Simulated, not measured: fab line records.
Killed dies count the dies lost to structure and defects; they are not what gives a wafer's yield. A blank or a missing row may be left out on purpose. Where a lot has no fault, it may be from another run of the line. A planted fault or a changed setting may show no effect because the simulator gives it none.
fab line records    flow rit_cmos
[record] lots = 6  wafers = 18  last_day = 7
route steps=202 shown CONTACT@172 M1@184
lots untouched by any fault: they come from a run of this same line in which no faults occurred
start_h: start of the lot's first displayed wafer, in hours after the record's first day    wait_h: hours elapsed since this lot's preceding step    " same as the row above    L1.1+2: a single row standing in for several wafers    - no value, or no start was given    * or withheld: withheld    < > ~ a bound
route shown NAME@n: a module of which the file shows steps, and the number in the route of the first    usual: mean/standard deviation of fault-free wafers    same: alike in all rows    chamber/n: place in a boat    sites: each site's reading    _std_site: standard deviation across them    _edge_site: outer sites' mean less inner sites'    radius_mm: how far each site lies from the wafer's centre    mask NAME#n: copy n    behind: the tool/chamber that last shaped the wafer    hold: what put the lot on hold/how long, in hours/how the hold closed    device: the n, p or np transistor that did not switch    end of line: at the end of the route, the tests of the same wafers    where a step has no rows: the recipe by itself    killed: count of dies lost to structure and defects at first sort (not the wafer's yield)    map: per-die view of a wafer (x killed, . not killed, _ where there is no die)
set.NAME: setting as actually run; set.NAME@STEP: the setting as run at that earlier step    model.NAME: the simulator's own value behind a step, which no gauge read
a table for each step, a row for each wafer; lots at some steps of the route
services: a tool's chamber out of use, with start hour (start_h, from the record's first day; less than 0 if before it), hours out, and reason
[[steps]]
[step RIT_CONTACT_SOFTBAKE_04]
[recipe] resist = NOVOLAK  temp_c = 90  time_s = 60
[step RIT_CONTACT_EXPOSE_05]
[recipe] mask_id = M11  na = 0.6  source_shape = conventional  sigma_outer = 0.5  target_cd_nm = 1000  dose_mj = 250
[step RIT_CONTACT_PEB_06]
[recipe] resist = NOVOLAK  temp_c = withheld  time_s = withheld
[step RIT_CONTACT_DEVELOP_07]
[recipe] resist = NOVOLAK  develop_time_s = 120  dev_temp_c = 23
[step RIT_CONTACT_CD_MEAS_08]
[recipe] target_cd_nm = 1000
[usual] cd_nm = 999.9/2.3
lot.wafer  tool       chamber  start_h  wait_h  cd_nm
L422.3     cd_sem-01  -        90.83    -       1000.9
L422.4     "          -        "        "       1001.4
L422.6     "          -        "        "       1000.7
L426.3     cd_sem-02  -        115.29   -       997.9
L426.4     "          -        "        "       998.9
L426.6     "          -        "        "       997.7
L433.1     cd_sem-01  -        147.65   -       999.6
L433.4     "          -        "        "       997.7
L433.6     "          -        "        "       998.6
L435.1     cd_sem-01  -        158.16   -       994.3
L435.5     "          -        "        "       997.3
L435.6     "          -        "        "       995.6
L436.1     cd_sem-02  -        161.11   -       1001.4
L436.3     "          -        "        "       999.6
L436.4     "          -        "        "       999.1
L437.1     cd_sem-01  -        166.96   -       999.0
L437.3     "          -        "        "       1000.2
L437.5     "          -        "        "       1003.1
[step RIT_CONTACT_OVL_MEAS_09]
[usual] CONTACT_OVL = -0.2/1.4
lot.wafer  tool        chamber  start_h  wait_h  CONTACT_OVL[nm]
L422.3     overlay-02  -        90.92    0.1     -0.3
L422.4     "           -        "        "       2.1
L422.6     "           -        "        "       1.1
L426.3     overlay-01  -        115.38   0.1     -2.4
L426.4     "           -        "        "       -1.5
L426.6     "           -        "        "       -2.0
L433.1     overlay-02  -        147.77   0.1     3.0
L433.4     "           -        "        "       0.9
L433.6     "           -        "        "       0.8
L435.1     overlay-01  -        158.28   0.1     0.1
L435.5     "           -        "        "       2.2
L435.6     "           -        "        "       1.1
L436.1     overlay-01  -        161.23   0.1     -2.3
L436.3     "           -        "        "       -1.6
L436.4     "           -        "        "       0.2
L437.1     overlay-02  -        167.08   0.1     -0.7
L437.3     "           -        "        "       1.2
L437.5     "           -        "        "       1.4
[step RIT_CONTACT_HARDBAKE_10]
[recipe] resist = NOVOLAK  temp_c = 140  time_s = 60
[step RIT_CONTACT_ETCH_11]
[recipe] target_depth_a = 4800  over_etch_frac = 0.2  stop_on = TiSi2  chemistry = CHF3/CF4/Ar  target = SiO2  CHF3_flow_sccm = 50  cf4_flow_sccm = 10  Ar_flow_sccm = 100  O2_flow_sccm = 5  pressure_mtorr = 100  rf_w = 200  time_s = 320
[usual] drypump_motor_current_A = 5.8/0.45  oes_product_au = 0.980/0.013  throttle_valve_pct = 8.86/0.11
lot.wafer  tool         chamber  start_h  wait_h  drypump_motor_current_A  oes_product_au  rf_hours_counter_h  throttle_valve_pct
L422.3     rie_diel-01  1        91.40    0.1     5.7                      0.988           153                 8.89
L422.4     "            2        "        "       5.4                      0.997           3                   8.89
L422.6     "            2        "        "       5.4                      1.008           -                   8.88
L426.3     rie_diel-03  3        115.56   0.1     6.4                      0.963           112                 8.93
L426.4     "            2        "        "       5.3                      0.992           59                  8.83
L426.6     "            1        "        "       5.2                      0.988           -                   9.06
L433.1     rie_diel-02  2        147.96   0.1     5.4                      0.994           4                   8.92
L433.4     "            1        "        "       6.1                      0.970           7                   8.78
L433.6     "            2        "        "       5.4                      0.996           -                   8.89
L435.1     rie_diel-01  3        158.47   0.1     6.1                      0.965           70                  8.61
L435.5     "            2        "        "       5.4                      0.998           -                   8.88
L435.6     "            1        "        "       5.7                      0.968           -                   8.87
L436.1     rie_diel-03  0        161.41   0.1     6.4                      0.972           3                   8.79
L436.3     "            1        "        "       5.2                      0.987           100                 9.07
L436.4     "            3        "        "       6.4                      0.960           113                 8.94
L437.1     rie_diel-02  1        167.27   0.1     6.1                      0.975           7                   8.79
L437.3     "            3        "        "       5.5                      0.980           5                   8.90
L437.5     "            1        "        "       6.1                      0.968           -                   8.78
[step RIT_CONTACT_STRIP_12]
[recipe] chemistry = O2  time_s = 180  resist = NOVOLAK  platen_temp_c = withheld  power_w = 500  pressure_mtorr = 4000  o2_flow_sccm = 4000
[usual] drypump_motor_current_A = 5.5/0.52
lot.wafer  tool             chamber  start_h  wait_h  drypump_motor_current_A  rf_hours_counter_h
L422.3     plasma_asher-02  1        91.66    0.2     6.2                      -
L422.4     "                0        "        "       5.2                      -
L422.6     "                0        "        "       5.2                      -
L426.3     plasma_asher-03  0        115.81   0.2     5.0                      -
L426.4     "                1        "        "       6.1                      -
L426.6     "                1        "        "       6.1                      -
L433.1     plasma_asher-01  1        148.15   0.1     5.7                      52
L433.4     "                0        "        "       4.8                      -
L433.6     "                0        "        "       4.8                      -
L435.1     plasma_asher-02  0        158.66   0.1     5.2                      4
L435.5     "                0        "        "       5.2                      -
L435.6     "                1        "        "       6.2                      -
L436.1     plasma_asher-02  1        161.61   0.1     6.2                      4
L436.3     "                1        "        "       6.2                      -
L436.4     "                0        "        "       5.2                      -
L437.1     plasma_asher-02  0        167.46   0.1     5.2                      5
L437.3     "                0        "        "       5.2                      -
L437.5     "                1        "        "       6.2                      -
[step RIT_CONTACT_CD_MEAS_90]
[recipe] target_cd_nm = 1000
[usual] cd_nm = 999.8/2.4
lot.wafer  tool       chamber  start_h  wait_h  cd_nm
L422.3     cd_sem-01  -        91.81    0.1     1001.4
L422.4     "          -        "        "       1001.5
L422.6     "          -        "        "       1000.4
L426.3     cd_sem-02  -        115.97   0.1     997.9
L426.4     "          -        "        "       998.5
L426.6     "          -        "        "       997.2
L433.1     cd_sem-02  -        148.33   0.1     1000.1
L433.4     "          -        "        "       997.3
L433.6     "          -        "        "       998.7
L435.1     cd_sem-02  -        158.84   0.1     993.8
L435.5     "          -        "        "       996.5
L435.6     "          -        "        "       995.2
L436.1     cd_sem-02  -        161.78   0.1     1001.1
L436.3     "          -        "        "       998.9
L436.4     "          -        "        "       998.7
L437.1     cd_sem-02  -        167.64   0.1     998.8
L437.3     "          -        "        "       1000.2
L437.5     "          -        "        "       1003.0
[step RIT_CONTACT_CLEAN_13]
[recipe] chemistry = SC1  mix = 3:3:50  time_s = 600  temp_c = 75
[step RIT_CONTACT_CLEAN_14]
[recipe] chemistry = SC2  mix = 3:3:50  time_s = 600  temp_c = 75  dry = n2_spin
[step RIT_M1_SPUTTER_00]
[recipe] material = Al  target_thk_nm = 400  power_w = 2000  chamber_pressure_pa = 0.4  gas = Ar  time_s = 500  substrate_temp_c = 25
[usual] throttle_valve_pct = 30.3/0.96
lot.wafer  tool            chamber  start_h  wait_h  throttle_valve_pct  model.Al_of_M1_SPUTTER_00.thk_nm
L422.3     pvd_sputter-03  -        92.24    0.0     29.4                398.2
L422.4     "               -        "        "       31.2                399.8
L422.6     "               -        "        "       31.0                401.5
L426.3     pvd_sputter-02  -        116.40   0.0     29.4                394.2
L426.4     "               -        "        "       30.5                400
L426.6     "               -        "        "       29.8                397.5
L433.1     pvd_sputter-02  -        149.00   0.0     29.3                391.7
L433.4     "               -        "        "       29.1                523.4
L433.6     "               -        "        "       29.1                389.1
L435.1     pvd_sputter-02  -        159.31   0.0     30.1                394.5
L435.5     "               -        "        "       28.9                534.7
L435.6     "               -        "        "       29.4                397.2
L436.1     pvd_sputter-04  -        162.25   0.0     30.4                401.2
L436.3     "               -        "        "       29.5                393.9
L436.4     "               -        "        "       30.6                397.6
L437.1     pvd_sputter-03  -        168.11   0.0     31.9                402.2
L437.3     "               -        "        "       31.1                393.6
L437.5     "               -        "        "       29.3                393.9
[step RIT_M1_RS_MEAS_01]
[recipe] thk_meas_gauge = four-point-probe  reads = Al_of_M1_SPUTTER_00
[usual] M1_AL_RS = 0.0737/0.00093
lot.wafer  tool           chamber  start_h  wait_h  M1_AL_RS[ohm/sq]
L422.3     film_metro-02  -        92.58    0.2     0.0737
L422.4     "              -        "        "       0.0732
L422.6     "              -        "        "       0.0730
L426.3     film_metro-01  -        116.73   0.2     0.0746
L426.4     "              -        "        "       0.0735
L426.6     "              -        "        "       0.0740
L433.1     film_metro-01  -        149.30   0.1     0.0751
L433.4     "              -        "        "       0.0559
L433.6     "              -        "        "       0.0756
L435.1     film_metro-02  -        159.60   0.1     0.0743
L435.5     "              -        "        "       0.0544
L435.6     "              -        "        "       0.0738
L436.1     film_metro-01  -        162.55   0.1     0.0733
L436.3     "              -        "        "       0.0747
L436.4     "              -        "        "       0.0740
L437.1     film_metro-02  -        168.40   0.1     0.0728
L437.3     "              -        "        "       0.0745
L437.5     "              -        "        "       0.0745
[step RIT_M1_THK_MEAS_02]
[recipe] thk_meas_gauge = xrf  reads = Al_of_M1_SPUTTER_00
[usual] M1_AL_THK = 399/5.2
lot.wafer  tool           chamber  start_h  wait_h  M1_AL_THK[nm]
L422.3     film_metro-02  -        92.68    0.1     396
L422.4     "              -        "        "       398
L422.6     "              -        "        "       401
L426.3     film_metro-01  -        116.83   0.1     397
L426.4     "              -        "        "       400
L426.6     "              -        "        "       397
L433.1     film_metro-01  -        149.42   0.1     390
L433.4     "              -        "        "       521
L433.6     "              -        "        "       387
L435.1     film_metro-02  -        159.72   0.1     393
L435.5     "              -        "        "       537
L435.6     "              -        "        "       399
L436.1     film_metro-01  -        162.67   0.1     400
L436.3     "              -        "        "       391
L436.4     "              -        "        "       396
L437.1     film_metro-02  -        168.52   0.1     398
L437.3     "              -        "        "       391
L437.5     "              -        "        "       389
[step RIT_M1_HMDS_03]
[recipe] prime_time_s = 60  prime_temp_c = 140
[step RIT_M1_COAT_04]
[recipe] resist = NOVOLAK  spin_rpm = 2000  resist_thk_nm = 1300
[step RIT_M1_SOFTBAKE_05]
[recipe] resist = NOVOLAK  temp_c = 90  time_s = 60
[step RIT_M1_EXPOSE_06]
[recipe] mask_id = M12  na = 0.6  source_shape = conventional  sigma_outer = 0.5  target_cd_nm = 2600  dose_mj = 246.5
[step RIT_M1_PEB_07]
[recipe] resist = NOVOLAK  temp_c = withheld  time_s = withheld
[step RIT_M1_DEVELOP_08]
[recipe] resist = NOVOLAK  develop_time_s = 64.68  dev_temp_c = 23
[step RIT_M1_CD_MEAS_09]
[recipe] target_cd_nm = 2600
[usual] cd_nm = 2600.1/2.2
lot.wafer  tool       chamber  start_h  wait_h  cd_nm
L422.3     cd_sem-02  -        93.64    -       2592.2
L422.4     "          -        "        "       2595.3
L422.6     "          -        "        "       2594.4
L426.3     cd_sem-02  -        118.05   -       2599.4
L426.4     "          -        "        "       2597.7
L426.6     "          -        "        "       2600.0
L433.1     cd_sem-01  -        150.36   -       2600.4
L433.4     "          -        "        "       2599.3
L433.6     "          -        "        "       2601.2
L435.1     cd_sem-01  -        160.66   -       2597.2
L435.5     "          -        "        "       2597.3
L435.6     "          -        "        "       2598.1
L436.1     cd_sem-01  -        163.61   -       2600.6
L436.3     "          -        "        "       2599.3
L436.4     "          -        "        "       2601.5
L437.1     cd_sem-02  -        169.59   -       2598.4
L437.3     "          -        "        "       2597.3
L437.5     "          -        "        "       2599.3
[step RIT_M1_OVL_MEAS_10]
[usual] M1_OVL = -0.6/1.3
lot.wafer  tool        chamber  start_h  wait_h  M1_OVL[nm]
L422.3     overlay-02  -        93.73    0.1     -2.1
L422.4     "           -        "        "       -1.6
L422.6     "           -        "        "       -0.1
L426.3     overlay-01  -        118.14   0.1     1.4
L426.4     "           -        "        "       -0.3
L426.6     "           -        "        "       0.9
L433.1     overlay-01  -        150.48   0.1     0.6
L433.4     "           -        "        "       0.9
L433.6     "           -        "        "       -0.2
L435.1     overlay-02  -        160.78   0.1     -0.6
L435.5     "           -        "        "       -1.7
L435.6     "           -        "        "       -1.9
L436.1     overlay-02  -        163.73   0.1     0.1
L436.3     "           -        "        "       3.2
L436.4     "           -        "        "       1.8
L437.1     overlay-01  -        169.71   0.1     -0.9
L437.3     "           -        "        "       0.3
L437.5     "           -        "        "       -2.2
[step RIT_M1_HARDBAKE_11]
[recipe] resist = NOVOLAK  temp_c = 140  time_s = 120
[step RIT_M1_METAL_ETCH_12]
[recipe] stop_on = SiO2  chemistry = Cl2/BCl3  target = Al  time_s = 165  over_etch_frac = 0.5  pressure_mtorr = 100  target_depth_a = 6000  rf_w = 250  Cl2_flow_sccm = 60  bcl3_flow_sccm = 50
[usual] drypump_motor_current_A = 5.7/0.36  oes_product_au = 0.770/0.011  throttle_valve_pct = 8.30/0.15
lot.wafer  tool          chamber  start_h  wait_h  drypump_motor_current_A  oes_product_au  rf_hours_counter_h  throttle_valve_pct
L422.3     rie_metal-04  1        94.06    0.2     5.4                      0.779           -                   8.39
L422.4     "             0        "        "       5.5                      0.784           -                   8.13
L422.6     "             1        "        "       5.4                      0.779           -                   8.39
L426.3     rie_metal-01  1        118.47   0.2     5.3                      0.758           -                   8.46
L426.4     "             0        "        "       6.1                      0.756           -                   8.06
L426.6     "             0        "        "       6.1                      0.763           -                   8.06
L433.1     rie_metal-01  0        150.77   0.2     6.1                      0.753           4                   8.04
L433.4     "             1        "        "       5.3                      0.895           -                   8.45
L433.6     "             0        "        "       6.2                      0.749           -                   8.08
L435.1     rie_metal-04  1        161.07   0.2     5.4                      0.779           0                   8.38
L435.5     "             0        "        "       5.6                      0.919           -                   8.12
L435.6     "             1        "        "       5.4                      0.792           -                   8.39
L436.1     rie_metal-01  1        164.01   0.2     5.3                      0.767           4                   8.47
L436.3     "             1        "        "       5.3                      0.756           -                   8.47
L436.4     "             0        "        "       6.2                      0.766           -                   8.05
L437.1     rie_metal-03  1        169.99   0.2     6.1                      0.762           2                   8.28
L437.3     "             0        "        "       5.4                      0.770           -                   8.46
L437.5     "             1        "        "       6.1                      0.754           -                   8.30
[step RIT_M1_STRIP_13]
[recipe] chemistry = nmp  resist = NOVOLAK  temp_c = 80  time_s = 600  dry = n2_spin
[step RIT_M1_PROBE_99]
[usual] defect_limited_yield = 97.2/1.1  killed_at_contacts = 0.1/0.36  killed_at_front_end = 7.2/2.9  killed_dies = 7.4/2.9  killed_open = 3.8/2  killed_short = 3.5/2
[same] gross_dies = 264  killed_at_M0_to_M3 = 0  killed_at_M4_up = 0  killed_at_back_side = 0  killed_at_other = 0
lot.wafer  tool       chamber  start_h  wait_h  defect_limited_yield[%]  killed_at_contacts  killed_at_front_end  killed_dies  killed_open  killed_short  model.etest.m1_comb_over_steps.leak_log10_a_um  model.etest.m1.rs_ohm_sq  model.etest.antenna_m1.vt_shift_v
L422.3     prober-02  -        97.04    0.2     96.2                     0                   10                   10           6            4             -12.79                                          0.07285                   -0.01344
L422.4     prober-02  -        97.09    0.2     95.8                     1                   10                   11           8            3             -12.76                                          0.07262                   -0.01481
L422.6     prober-02  -        97.19    0.2     97.7                     0                   6                    6            5            1             -12.81                                          0.0722                    -0.01452
L426.3     prober-01  -        120.77   0.2     97.7                     0                   6                    6            2            4             -12.85                                          0.07347                   -0.01028
L426.4     prober-01  -        120.82   0.2     96.6                     0                   9                    9            5            4             -13                                             0.07259                   -0.008886
L426.6     prober-01  -        120.92   0.2     97.0                     1                   7                    8            3            5             -12.82                                          0.07237                   -0.00925
L433.1     prober-02  -        153.02   0.1     97.7                     0                   6                    6            3            3             -12.85                                          0.07412                   -0.0128
L433.4     prober-02  -        153.17   0.2     95.8                     0                   11                   11           4            7             -11.05                                          0.05468                   -0.002103
L433.6     prober-02  -        153.27   0.2     96.2                     0                   10                   10           6            4             -12.79                                          0.07486                   -0.01043
L435.1     prober-02  -        163.32   0.1     97.3                     0                   7                    7            6            1             -12.62                                          0.07363                   -0.01471
L435.5     prober-02  -        163.52   0.2     98.1                     0                   5                    5            1            4             -7.23                                           0.05483                   -0.002534
L435.6     prober-02  -        163.57   0.2     93.6                     0                   17                   17           8            9             -12.85                                          0.07277                   -0.01323
L436.1     prober-01  -        166.26   0.1     97.7                     1                   5                    6            4            2             -12.9                                           0.0719                    -0.01561
L436.3     prober-01  -        166.36   0.2     97.3                     0                   7                    7            1            6             -12.74                                          0.07357                   -0.01117
L436.4     prober-01  -        166.41   0.2     97.3                     0                   7                    7            4            3             -12.89                                          0.07267                   -0.01112
L437.1     prober-02  -        172.25   0.1     95.5                     0                   12                   12           6            6             -12.78                                          0.07216                   -0.005859
L437.3     prober-02  -        172.35   0.2     97.3                     0                   7                    7            2            5             -12.68                                          0.07412                   -0.01151
L437.5     prober-02  -        172.45   0.2     97.0                     0                   8                    8            4            4             -12.88                                          0.07324                   -0.01205
// killed by level:class
L422.3 SPACER:geometric_particle:open=3 GATE:geometric_particle:open=2 SPACER:geometric_particle:short=2 FOX1:geometric_particle:short=1 REOX:geometric_particle:open=1 REOX:geometric_particle:short=1
L422.4 GATE:geometric_particle:open=6 FOX1:geometric_particle:open=1 GATE:geometric_particle:short=1 REOX:geometric_particle:short=1 SILICIDE:geometric_particle:open=1 CONTACT:geometric_particle:short=1
L422.6 SPACER:geometric_particle:open=2 SILICIDE:geometric_particle:open=2 FOX2:geometric_particle:open=1 REOX:geometric_particle:short=1
L426.3 FOX1:geometric_particle:open=2 REOX:geometric_particle:short=2 FOX2:geometric_particle:short=1 GATE:geometric_particle:short=1
L426.4 GATE:geometric_particle:open=3 GATE:geometric_particle:short=2 FOX1:geometric_particle:open=1 REOX:geometric_particle:short=1 SPACER:geometric_particle:open=1 SILICIDE:geometric_particle:short=1
L426.6 FOX1:geometric_particle:short=3 FOX2:geometric_particle:open=1 GATE:geometric_particle:open=1 GATE:geometric_particle:short=1 REOX:geometric_particle:open=1 CONTACT:geometric_particle:short=1
L433.1 GATE:geometric_particle:open=2 SILICIDE:geometric_particle:short=2 SPACER:geometric_particle:short=1 SILICIDE:geometric_particle:open=1
L433.4 FOX1:geometric_particle:short=2 GATE:geometric_particle:short=2 SPACER:geometric_particle:open=2 FOX2:geometric_particle:short=1 GATE:geometric_particle:open=1 SPACER:geometric_particle:short=1 SILICIDE:geometric_particle:short=1 SILICIDE:geometric_particle:open=1
L433.6 GATE:geometric_particle:open=2 SILICIDE:geometric_particle:short=2 SILICIDE:geometric_particle:open=2 FOX2:geometric_particle:short=1 REOX:geometric_particle:short=1 REOX:geometric_particle:open=1 SPACER:geometric_particle:open=1
L435.1 GATE:geometric_particle:open=4 SPACER:geometric_particle:open=2 GATE:geometric_particle:short=1
L435.5 FOX1:geometric_particle:short=2 FOX1:geometric_particle:open=1 GATE:geometric_particle:short=1 SILICIDE:geometric_particle:short=1
L435.6 FOX1:geometric_particle:short=3 GATE:geometric_particle:short=3 GATE:geometric_particle:open=3 FOX1:geometric_particle:open=2 SILICIDE:geometric_particle:open=2 ACTIVE:geometric_particle:short=1 FOX2:geometric_particle:open=1 REOX:geometric_particle:short=1
L436.1 GATE:geometric_particle:open=2 FOX1:geometric_particle:short=1 GATE:geometric_particle:short=1 SILICIDE:geometric_particle:open=1 CONTACT:geometric_particle:open=1
L436.3 GATE:geometric_particle:short=3 FOX1:geometric_particle:short=1 FOX2:geometric_particle:short=1 FOX2:geometric_particle:open=1 SILICIDE:geometric_particle:short=1
L436.4 GATE:geometric_particle:open=2 FOX1:geometric_particle:short=1 FOX2:geometric_particle:open=1 GATE:geometric_particle:short=1 SILICIDE:geometric_particle:open=1 SILICIDE:geometric_particle:short=1
L437.1 FOX1:geometric_particle:open=4 FOX1:geometric_particle:short=2 GATE:geometric_particle:short=2 FOX2:geometric_particle:short=1 GATE:geometric_particle:open=1 SILICIDE:geometric_particle:short=1 SILICIDE:geometric_particle:open=1
L437.3 FOX1:geometric_particle:short=2 REOX:geometric_particle:short=2 FOX1:geometric_particle:open=1 GATE:geometric_particle:short=1 GATE:geometric_particle:open=1
L437.5 GATE:geometric_particle:open=2 GATE:geometric_particle:short=2 SILICIDE:geometric_particle:short=2 FOX2:geometric_particle:open=1 SILICIDE:geometric_particle:open=1
[[services]]
tool             chamber  start_h  hours  kind
rie_metal-03     0        69.67    29.5   repair
rie_diel-02      0        73.09    12.9   repair
rie_metal-04     1        99.56    8.8    repair
rie_diel-01      2        101.06   17.1   repair
plasma_asher-02  -        107.56   3.9    repair
plasma_asher-02  -        111.42   9.0    pm
plasma_asher-02  0        111.42   9.0    vent_cycle
plasma_asher-02  1        111.42   9.0    vent_cycle
rie_metal-01     -        115.84   0.8    repair
plasma_asher-02  0        120.42   -      clean
plasma_asher-02  1        120.42   -      clean
pvd_sputter-03   -        120.84   3.1    repair
rie_metal-04     -        131.44   2.8    pm
rie_diel-01      1        135.75   -      clean
rie_diel-01      1        135.75   13.7   scheduled_down
rie_diel-01      1        135.75   13.7   vent_cycle
rie_metal-04     -        136.12   20.0   pm
rie_metal-04     0        136.12   20.0   vent_cycle
rie_metal-04     1        136.12   20.0   vent_cycle
rie_metal-01     -        153.27   1.0    repair
rie_metal-04     0        156.12   -      clean
pvd_sputter-03   -        160.78   2.8    repair
rie_metal-04     -        165.35   1.1    repair
rie_metal-01     -        168.42   0.5    repair
[[key]]
[first_sign] step = RIT_M1_RS_MEAS_01  reading = M1_AL_RS  direction = down  sigmas = 20  usual = 0.0737  struck = 0.0551
[effect] step = RIT_M1_THK_MEAS_02  reading = M1_AL_THK  direction = up  sigmas = 25  usual = 399  struck = 529
[effect] step = RIT_M1_METAL_ETCH_12  reading = oes_product_au  direction = up  sigmas = 13  usual = 0.770  struck = 0.907
[model_effect] step = RIT_M1_SPUTTER_00  value = Al_of_M1_SPUTTER_00.thk_nm  without = 402  struck = 529
[model_effect] step = RIT_M1_PROBE_99  value = etest.m1_comb_over_steps.leak_log10_a_um  without = -12.91  struck = -9.14
met_at RIT_M1_SPUTTER_00
struck_wafers L433.4,L435.5
[fault] kind = process_parameter_drift  tool = pvd_sputter-02  chamber = -  onset_h = 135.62  steps = RIT_M1_SPUTTER_00  channel = time_s  offset = *  shape = step  end_h = 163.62  acts_in = *  stated = *  scope = struck_wafers_only
